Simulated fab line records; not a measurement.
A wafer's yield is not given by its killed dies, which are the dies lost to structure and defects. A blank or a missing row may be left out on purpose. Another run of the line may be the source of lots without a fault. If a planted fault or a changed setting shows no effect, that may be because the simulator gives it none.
fab line records || flow ritCmos
record: {"lots": 13, "wafers": 39, "lastDay": 8}
route steps=202 shown NLDD@112 PLDD@124
lots untouched by any fault: they come from a run of this same line in which no faults occurred
startH: start of the lot's first displayed wafer, in hours after the record's first day || waitH: hours elapsed since this lot's preceding step || " repeats the value in the row above || L1.1+2: a single row standing in for several wafers || - no value present, or no start provided || * or withheld: withheld || < > ~ a bound
route shown NAME@n: NAME is a module with steps in the file, n the number in the route of the first one || usual: average and standard deviation across the fault-free wafers || same: alike in all rows || chamber/n: place in a boat || sites: the reading at each site || _std_site: the standard deviation of these || _edge_site: the outer-site mean with the inner-site mean subtracted || radiusMm: for every site, how far away it sits from the centre of the wafer || mask NAME#n: copy n || behind: the last tool/chamber to shape the wafer || hold: the reason the lot was held/the length of the hold in hours/how it ended || device: which transistor (n, p or np) failed to switch || end of line: the tests these same wafers got at the end of their route || a step with no rows: only its recipe || killed: dies that structure and defects cost at the first sort, which is not the same as the wafer's yield || map: shows each die of a wafer: x if killed, . if not, _ if none is there
set.NAME: the run value of the setting; set.NAME@STEP: its run value at that earlier step || model.NAME: the simulator's own value behind a step, which no gauge read
one table for each step of the route and one row for each wafer, over a sample of lots
services: when a tool's chamber went out of use (startH, in hours from the record's first day, below 0 if earlier), for how many hours, and the reason
== steps ==
step: RIT_NLDD_STRIP_09
recipe: {"chemistry": "O2", "timeS": 180, "resist": "NOVOLAK", "platenTempC": "withheld", "powerW": 500, "pressureMtorr": 4000, "o2FlowSccm": 4000}
usual: {"drypumpMotorCurrentA": "5.88/0.23", "runLengthS": "208.1/0.5"}
same: {"timeS": 180}
{"lot.wafer": "L684.2", "tool": "plasmaAsher-02", "chamber": 1, "startH": 54.40, "waitH": 0.1, "drypumpMotorCurrentA": 6.03, "rfHoursCounterH": 25, "runLengthS": 207.6}
{"lot.wafer": "L684.4", "tool": "plasmaAsher-02", "chamber": 1, "startH": 54.40, "waitH": 0.1, "drypumpMotorCurrentA": 6.01, "rfHoursCounterH": "-", "runLengthS": 207.8}
{"lot.wafer": "L684.5", "tool": "plasmaAsher-02", "chamber": 0, "startH": 54.40, "waitH": 0.1, "drypumpMotorCurrentA": 6.24, "rfHoursCounterH": "-", "runLengthS": 208.3}
{"lot.wafer": "L685.3", "tool": "plasmaAsher-01", "chamber": 0, "startH": 54.66, "waitH": 0.1, "drypumpMotorCurrentA": 5.65, "rfHoursCounterH": "-", "runLengthS": 207.3}
{"lot.wafer": "L685.4", "tool": "plasmaAsher-01", "chamber": 1, "startH": 54.66, "waitH": 0.1, "drypumpMotorCurrentA": 5.73, "rfHoursCounterH": "-", "runLengthS": 208.8}
{"lot.wafer": "L685.5", "tool": "plasmaAsher-01", "chamber": 1, "startH": 54.66, "waitH": 0.1, "drypumpMotorCurrentA": 5.73, "rfHoursCounterH": "-", "runLengthS": 208.6}
{"lot.wafer": "L686.2", "tool": "plasmaAsher-01", "chamber": 0, "startH": 68.87, "waitH": 0.1, "drypumpMotorCurrentA": 5.62, "rfHoursCounterH": 42, "runLengthS": 208.1}
{"lot.wafer": "L686.3", "tool": "plasmaAsher-01", "chamber": 0, "startH": 68.87, "waitH": 0.1, "drypumpMotorCurrentA": 5.64, "rfHoursCounterH": "-", "runLengthS": 207.7}
{"lot.wafer": "L686.6", "tool": "plasmaAsher-01", "chamber": 0, "startH": 68.87, "waitH": 0.1, "drypumpMotorCurrentA": 5.63, "rfHoursCounterH": "-", "runLengthS": 207.4}
{"lot.wafer": "L688.3", "tool": "plasmaAsher-03", "chamber": 1, "startH": 76.39, "waitH": 0.1, "drypumpMotorCurrentA": 5.72, "rfHoursCounterH": "-", "runLengthS": 208.3}
{"lot.wafer": "L688.4", "tool": "plasmaAsher-03", "chamber": 0, "startH": 76.39, "waitH": 0.1, "drypumpMotorCurrentA": 5.68, "rfHoursCounterH": "-", "runLengthS": 208.2}
{"lot.wafer": "L688.5", "tool": "plasmaAsher-03", "chamber": 1, "startH": 76.39, "waitH": 0.1, "drypumpMotorCurrentA": 5.72, "rfHoursCounterH": "-", "runLengthS": 208.2}
{"lot.wafer": "L689.3", "tool": "plasmaAsher-01", "chamber": 1, "startH": 76.63, "waitH": 0.1, "drypumpMotorCurrentA": 5.71, "rfHoursCounterH": "-", "runLengthS": 208.4}
{"lot.wafer": "L689.4", "tool": "plasmaAsher-01", "chamber": 0, "startH": 76.63, "waitH": 0.1, "drypumpMotorCurrentA": 5.64, "rfHoursCounterH": "-", "runLengthS": 207.3}
{"lot.wafer": "L689.6", "tool": "plasmaAsher-01", "chamber": 1, "startH": 76.63, "waitH": 0.1, "drypumpMotorCurrentA": 5.72, "rfHoursCounterH": "-", "runLengthS": 208.7}
{"lot.wafer": "L690.1", "tool": "plasmaAsher-02", "chamber": 1, "startH": 78.73, "waitH": 0.1, "drypumpMotorCurrentA": 5.97, "rfHoursCounterH": 27, "runLengthS": 207.6}
{"lot.wafer": "L690.4", "tool": "plasmaAsher-02", "chamber": 1, "startH": 78.73, "waitH": 0.1, "drypumpMotorCurrentA": 5.97, "rfHoursCounterH": "-", "runLengthS": 207.8}
{"lot.wafer": "L690.5", "tool": "plasmaAsher-02", "chamber": 0, "startH": 78.73, "waitH": 0.1, "drypumpMotorCurrentA": 6.26, "rfHoursCounterH": "-", "runLengthS": 208.3}
{"lot.wafer": "L694.1", "tool": "plasmaAsher-01", "chamber": 0, "startH": 101.54, "waitH": 0.1, "drypumpMotorCurrentA": 5.65, "rfHoursCounterH": 45, "runLengthS": 207.4}
{"lot.wafer": "L694.2", "tool": "plasmaAsher-01", "chamber": 1, "startH": 101.54, "waitH": 0.1, "drypumpMotorCurrentA": 5.72, "rfHoursCounterH": 45, "runLengthS": 208.6}
{"lot.wafer": "L694.5", "tool": "plasmaAsher-01", "chamber": 1, "startH": 101.54, "waitH": 0.1, "drypumpMotorCurrentA": 5.71, "rfHoursCounterH": "-", "runLengthS": 208.8}
{"lot.wafer": "L695.2", "tool": "plasmaAsher-02", "chamber": 1, "startH": 108.65, "waitH": 0.1, "drypumpMotorCurrentA": 5.94, "rfHoursCounterH": 31, "runLengthS": 207.7}
{"lot.wafer": "L695.3", "tool": "plasmaAsher-02", "chamber": 0, "startH": 108.65, "waitH": 0.1, "drypumpMotorCurrentA": 6.26, "rfHoursCounterH": "-", "runLengthS": 208.6}
{"lot.wafer": "L695.5", "tool": "plasmaAsher-02", "chamber": 1, "startH": 108.65, "waitH": 0.1, "drypumpMotorCurrentA": 5.97, "rfHoursCounterH": "-", "runLengthS": 207.7}
{"lot.wafer": "L696.1", "tool": "plasmaAsher-02", "chamber": 1, "startH": 110.86, "waitH": 0.1, "drypumpMotorCurrentA": 6.01, "rfHoursCounterH": 31, "runLengthS": 207.5}
{"lot.wafer": "L696.3", "tool": "plasmaAsher-02", "chamber": 0, "startH": 110.86, "waitH": 0.1, "drypumpMotorCurrentA": 6.25, "rfHoursCounterH": "-", "runLengthS": 208.3}
{"lot.wafer": "L696.5", "tool": "plasmaAsher-02", "chamber": 0, "startH": 110.86, "waitH": 0.1, "drypumpMotorCurrentA": 6.24, "rfHoursCounterH": "-", "runLengthS": 208.0}
{"lot.wafer": "L699.1", "tool": "plasmaAsher-01", "chamber": 0, "startH": 127.16, "waitH": 0.1, "drypumpMotorCurrentA": 5.66, "rfHoursCounterH": 1, "runLengthS": 72.2}
{"lot.wafer": "L699.4", "tool": "plasmaAsher-01", "chamber": 1, "startH": 127.16, "waitH": 0.1, "drypumpMotorCurrentA": 5.73, "rfHoursCounterH": "-", "runLengthS": 72.8}
{"lot.wafer": "L699.5", "tool": "plasmaAsher-01", "chamber": 0, "startH": 127.16, "waitH": 0.1, "drypumpMotorCurrentA": 5.64, "rfHoursCounterH": "-", "runLengthS": 72.3}
{"lot.wafer": "L703.3", "tool": "plasmaAsher-03", "chamber": 1, "startH": 155.23, "waitH": 0.1, "drypumpMotorCurrentA": 5.71, "rfHoursCounterH": "-", "runLengthS": 208.2}
{"lot.wafer": "L703.4", "tool": "plasmaAsher-03", "chamber": 0, "startH": 155.23, "waitH": 0.1, "drypumpMotorCurrentA": 5.67, "rfHoursCounterH": "-", "runLengthS": 208.2}
{"lot.wafer": "L703.6", "tool": "plasmaAsher-03", "chamber": 0, "startH": 155.23, "waitH": 0.1, "drypumpMotorCurrentA": 5.65, "rfHoursCounterH": "-", "runLengthS": 208.3}
{"lot.wafer": "L705.1", "tool": "plasmaAsher-02", "chamber": 1, "startH": 170.10, "waitH": 0.1, "drypumpMotorCurrentA": 5.98, "rfHoursCounterH": 37, "runLengthS": 207.4}
{"lot.wafer": "L705.2", "tool": "plasmaAsher-02", "chamber": 0, "startH": 170.10, "waitH": 0.1, "drypumpMotorCurrentA": 6.25, "rfHoursCounterH": 37, "runLengthS": 208.6}
{"lot.wafer": "L705.3", "tool": "plasmaAsher-02", "chamber": 1, "startH": 170.10, "waitH": 0.1, "drypumpMotorCurrentA": 6.00, "rfHoursCounterH": "-", "runLengthS": 207.6}
{"lot.wafer": "L706.3", "tool": "plasmaAsher-03", "chamber": 1, "startH": 170.40, "waitH": 0.1, "drypumpMotorCurrentA": 5.74, "rfHoursCounterH": "-", "runLengthS": 208.5}
{"lot.wafer": "L706.5", "tool": "plasmaAsher-03", "chamber": 1, "startH": 170.40, "waitH": 0.1, "drypumpMotorCurrentA": 5.73, "rfHoursCounterH": "-", "runLengthS": 208.2}
{"lot.wafer": "L706.6", "tool": "plasmaAsher-03", "chamber": 0, "startH": 170.40, "waitH": 0.1, "drypumpMotorCurrentA": 5.67, "rfHoursCounterH": "-", "runLengthS": 208.1}
step: RIT_PLDD_TW_MEAS_10
usual: {"PLDD_TW": "2330/9.3"}
{"lot.wafer": "L684.2", "tool": "filmMetro-04", "chamber": "-", "startH": 56.01, "waitH": 0.1, "PLDD_TW": 2326}
{"lot.wafer": "L684.4", "tool": "filmMetro-04", "chamber": "-", "startH": 56.01, "waitH": 0.1, "PLDD_TW": 2319}
{"lot.wafer": "L684.5", "tool": "filmMetro-04", "chamber": "-", "startH": 56.01, "waitH": 0.1, "PLDD_TW": 2323}
{"lot.wafer": "L685.3", "tool": "filmMetro-03", "chamber": "-", "startH": 56.34, "waitH": 0.1, "PLDD_TW": 2321}
{"lot.wafer": "L685.4", "tool": "filmMetro-03", "chamber": "-", "startH": 56.34, "waitH": 0.1, "PLDD_TW": 2336}
{"lot.wafer": "L685.5", "tool": "filmMetro-03", "chamber": "-", "startH": 56.34, "waitH": 0.1, "PLDD_TW": 2337}
{"lot.wafer": "L686.2", "tool": "filmMetro-01", "chamber": "-", "startH": 70.60, "waitH": 0.1, "PLDD_TW": 2344}
{"lot.wafer": "L686.3", "tool": "filmMetro-01", "chamber": "-", "startH": 70.60, "waitH": 0.1, "PLDD_TW": 2342}
{"lot.wafer": "L686.6", "tool": "filmMetro-01", "chamber": "-", "startH": 70.60, "waitH": 0.1, "PLDD_TW": 2335}
{"lot.wafer": "L688.3", "tool": "filmMetro-03", "chamber": "-", "startH": 78.07, "waitH": 0.1, "PLDD_TW": 2310}
{"lot.wafer": "L688.4", "tool": "filmMetro-03", "chamber": "-", "startH": 78.07, "waitH": 0.1, "PLDD_TW": 2316}
{"lot.wafer": "L688.5", "tool": "filmMetro-03", "chamber": "-", "startH": 78.07, "waitH": 0.1, "PLDD_TW": 2325}
{"lot.wafer": "L689.3", "tool": "filmMetro-04", "chamber": "-", "startH": 78.31, "waitH": 0.1, "PLDD_TW": 2322}
{"lot.wafer": "L689.4", "tool": "filmMetro-04", "chamber": "-", "startH": 78.31, "waitH": 0.1, "PLDD_TW": 2323}
{"lot.wafer": "L689.6", "tool": "filmMetro-04", "chamber": "-", "startH": 78.31, "waitH": 0.1, "PLDD_TW": 2320}
{"lot.wafer": "L690.1", "tool": "filmMetro-01", "chamber": "-", "startH": 80.33, "waitH": 0.1, "PLDD_TW": 2334}
{"lot.wafer": "L690.4", "tool": "filmMetro-01", "chamber": "-", "startH": 80.33, "waitH": 0.1, "PLDD_TW": 2348}
{"lot.wafer": "L690.5", "tool": "filmMetro-01", "chamber": "-", "startH": 80.33, "waitH": 0.1, "PLDD_TW": 2330}
{"lot.wafer": "L694.1", "tool": "filmMetro-01", "chamber": "-", "startH": 103.19, "waitH": 0.1, "PLDD_TW": 2345}
{"lot.wafer": "L694.2", "tool": "filmMetro-01", "chamber": "-", "startH": 103.19, "waitH": 0.1, "PLDD_TW": 2338}
{"lot.wafer": "L694.5", "tool": "filmMetro-01", "chamber": "-", "startH": 103.19, "waitH": 0.1, "PLDD_TW": 2335}
{"lot.wafer": "L695.2", "tool": "filmMetro-04", "chamber": "-", "startH": 110.38, "waitH": 0.1, "PLDD_TW": 2331}
{"lot.wafer": "L695.3", "tool": "filmMetro-04", "chamber": "-", "startH": 110.38, "waitH": 0.1, "PLDD_TW": 2329}
{"lot.wafer": "L695.5", "tool": "filmMetro-04", "chamber": "-", "startH": 110.38, "waitH": 0.1, "PLDD_TW": 2328}
{"lot.wafer": "L696.1", "tool": "filmMetro-04", "chamber": "-", "startH": 112.46, "waitH": 0.1, "PLDD_TW": 2328}
{"lot.wafer": "L696.3", "tool": "filmMetro-04", "chamber": "-", "startH": 112.46, "waitH": 0.1, "PLDD_TW": 2327}
{"lot.wafer": "L696.5", "tool": "filmMetro-04", "chamber": "-", "startH": 112.46, "waitH": 0.1, "PLDD_TW": 2329}
{"lot.wafer": "L699.1", "tool": "filmMetro-04", "chamber": "-", "startH": 128.88, "waitH": 0.1, "PLDD_TW": 30}
{"lot.wafer": "L699.4", "tool": "filmMetro-04", "chamber": "-", "startH": 128.88, "waitH": 0.1, "PLDD_TW": 30}
{"lot.wafer": "L699.5", "tool": "filmMetro-04", "chamber": "-", "startH": 128.88, "waitH": 0.1, "PLDD_TW": 30}
{"lot.wafer": "L703.3", "tool": "filmMetro-04", "chamber": "-", "startH": 156.79, "waitH": 0.1, "PLDD_TW": 2327}
{"lot.wafer": "L703.4", "tool": "filmMetro-04", "chamber": "-", "startH": 156.79, "waitH": 0.1, "PLDD_TW": 2330}
{"lot.wafer": "L703.6", "tool": "filmMetro-04", "chamber": "-", "startH": 156.79, "waitH": 0.1, "PLDD_TW": 2334}
{"lot.wafer": "L705.1", "tool": "filmMetro-04", "chamber": "-", "startH": 171.69, "waitH": 0.1, "PLDD_TW": 2338}
{"lot.wafer": "L705.2", "tool": "filmMetro-04", "chamber": "-", "startH": 171.69, "waitH": 0.1, "PLDD_TW": 2335}
{"lot.wafer": "L705.3", "tool": "filmMetro-04", "chamber": "-", "startH": 171.69, "waitH": 0.1, "PLDD_TW": 2341}
{"lot.wafer": "L706.3", "tool": "filmMetro-03", "chamber": "-", "startH": 172.08, "waitH": 0.1, "PLDD_TW": 2322}
{"lot.wafer": "L706.5", "tool": "filmMetro-03", "chamber": "-", "startH": 172.08, "waitH": 0.1, "PLDD_TW": 2323}
{"lot.wafer": "L706.6", "tool": "filmMetro-03", "chamber": "-", "startH": 172.08, "waitH": 0.1, "PLDD_TW": 2327}
== services ==
{"tool": "plasmaAsher-01", "chamber": "-", "startH": 89.30, "hours": 3.2, "kind": "repair"}
{"tool": "plasmaAsher-01", "chamber": "-", "startH": 108.80, "hours": 9.0, "kind": "pm"}
{"tool": "plasmaAsher-01", "chamber": 0, "startH": 108.80, "hours": 9.0, "kind": "ventCycle"}
{"tool": "plasmaAsher-01", "chamber": 1, "startH": 108.80, "hours": 9.0, "kind": "ventCycle"}
{"tool": "plasmaAsher-01", "chamber": 0, "startH": 117.80, "hours": "-", "kind": "clean"}
{"tool": "plasmaAsher-01", "chamber": 1, "startH": 117.80, "hours": "-", "kind": "clean"}
== key ==
firstSign: {"step": "RIT_NLDD_STRIP_09", "reading": "runLengthS", "direction": "down", "sigmas": "99+", "usual": "*", "struck": "*"}
effect: {"step": "RIT_PLDD_TW_MEAS_10", "reading": "PLDD_TW", "direction": "down", "sigmas": "99+", "usual": 2330, "struck": 30}
metAt RIT_NLDD_STRIP_09
struckLots L699
sortLeftOut L699.1,L699.4,L699.5
testerLeftOut L699
onsetBetween 101.54 127.16
fault: {"kind": "stripAborted", "tool": "plasmaAsher-01", "chamber": "-", "onsetH": 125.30, "steps": "RIT_NLDD_STRIP_09", "offset": 0.6, "endH": 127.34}
testerLeftOut: of these lots the tester's yield and bins aren't shown, on N5 and GAA mostly nor the transistor test; their killed dies are dies lost to structure and defects alone, not to doping, threshold or leakage, so they don't give the yield
sortLeftOut: the simulated sort isn't trusted on such a fault, so these wafers' sort isn't shown, and their yield isn't known
